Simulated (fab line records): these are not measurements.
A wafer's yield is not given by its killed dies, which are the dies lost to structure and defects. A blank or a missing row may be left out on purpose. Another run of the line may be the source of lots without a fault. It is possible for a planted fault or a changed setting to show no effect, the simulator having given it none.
8D (eight disciplines) problem report, filled in by code -- flow berkeley_cmos170 -- the parts of the form that need people (team, actions taken, sign-off) are left out

## 1. THE PROBLEM
o2_flow_sccm at UCB170_V2_STRIP_15 reads a mean of 199.9 sccm on 9 wafers of 4 lots; wafers without a fault read 400.1 sccm with a standard deviation of 1.2. That is -99 or more standard deviations from the usual mean.
The step: strips in O2.
Earliest sighting: wafer L786.4 on plasma_asher-04 at day 10 05:31. The record holds 48 wafers of 16 lots with a number at this step. The rule behind "out" and "out of limits": a value lying over 4 standard deviations away from the usual mean. The other wafers with a number count as sound.

## 2. WHAT IT IS, AND WHAT IT ISN'T
question,is,is not
which readings at this step,"o2_flow_sccm, oes_product_au, strip_time_to_endpoint_s",drypump_motor_current_A
which lots,"L786, L788, L789, L790","L777, L780, L781, L782, L783, L784, L785, L787, L795, L797, L798, L799"
which wafers of those lots,"L786.4, L788.2, L788.4, L788.5, L789.1, L789.5, L790.2, L790.3, L790.5","L786.3, L786.6, L789.4"
read on which tools,plasma_asher-04,"plasma_asher-01, plasma_asher-02"
when,from day 10 05:31,"up to then (26 sound wafers); but 13 sound wafers of L789, L795, L797, L798, L799 came after"

## 3. WHAT RULES OUT EACH SUSPECT
Counting: a tool at a process step up to the reading stays a suspect if it ran every lot that is out. Sound lots after the first of them don't rule it out here, since some wafers of a struck lot are sound.
- plasma_asher-04 at UCB170_V2_STRIP_15 (strips in O2): kept. It ran every lot that is out, first L786 (day 10 05:31); its last sound lot up to then is L787 (day 10 05:16). Out on those wafers are its own readings of o2_flow_sccm, oes_product_au, strip_time_to_endpoint_s.
- Within plasma_asher-04 at UCB170_V2_STRIP_15: the wafers that are out ran in chamber 0; their sound lot-mates ran in chamber 1.
After counting, what remains is plasma_asher-04 at UCB170_V2_STRIP_15.

## 4. THE CAUSE (what the simulator had put in)
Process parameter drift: plasma_asher-04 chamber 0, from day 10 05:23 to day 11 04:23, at UCB170_V2_STRIP_15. The setting o2_flow_sccm was moved by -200, starting from 400. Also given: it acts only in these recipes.
The count eliminated every tool but this one.

## 5. SEQUENCE OF EFFECTS, ordered by route
Each row: a reading where the mean over the struck wafers with a number is more than 3 standard deviations away from the usual. Only readings for which the record gives a usual standard deviation are gone through. hours: the time from each lot's start at the first step in this table that gives one to its start at this step, as a median over the lots. sigmas: the change in usual standard deviations.
hours,step,reading,usual,on struck wafers,change,sigmas
0,UCB170_V2_STRIP_15,o2_flow_sccm,400.1 sccm,199.9,-200.2,-99 or more
0,UCB170_V2_STRIP_15,oes_product_au,0.722 a.u.,0.659,-0.063,-14
0,UCB170_V2_STRIP_15,strip_time_to_endpoint_s,15.27 s,17.36,+2.09,+17
Its process steps:
- UCB170_V2_STRIP_15: strips in O2.
Later steps that measure or inspect, where all struck wafers having a row at the step show a number for every such reading and not one has moved that far: UCB170_M3_CD_MEAS_15.

## 6. WHAT WOULD HAVE CAUGHT IT SOONER
0 hours passed between the start of the fault at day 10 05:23 and the first reading out of limits in this record, taken at day 10 05:31.
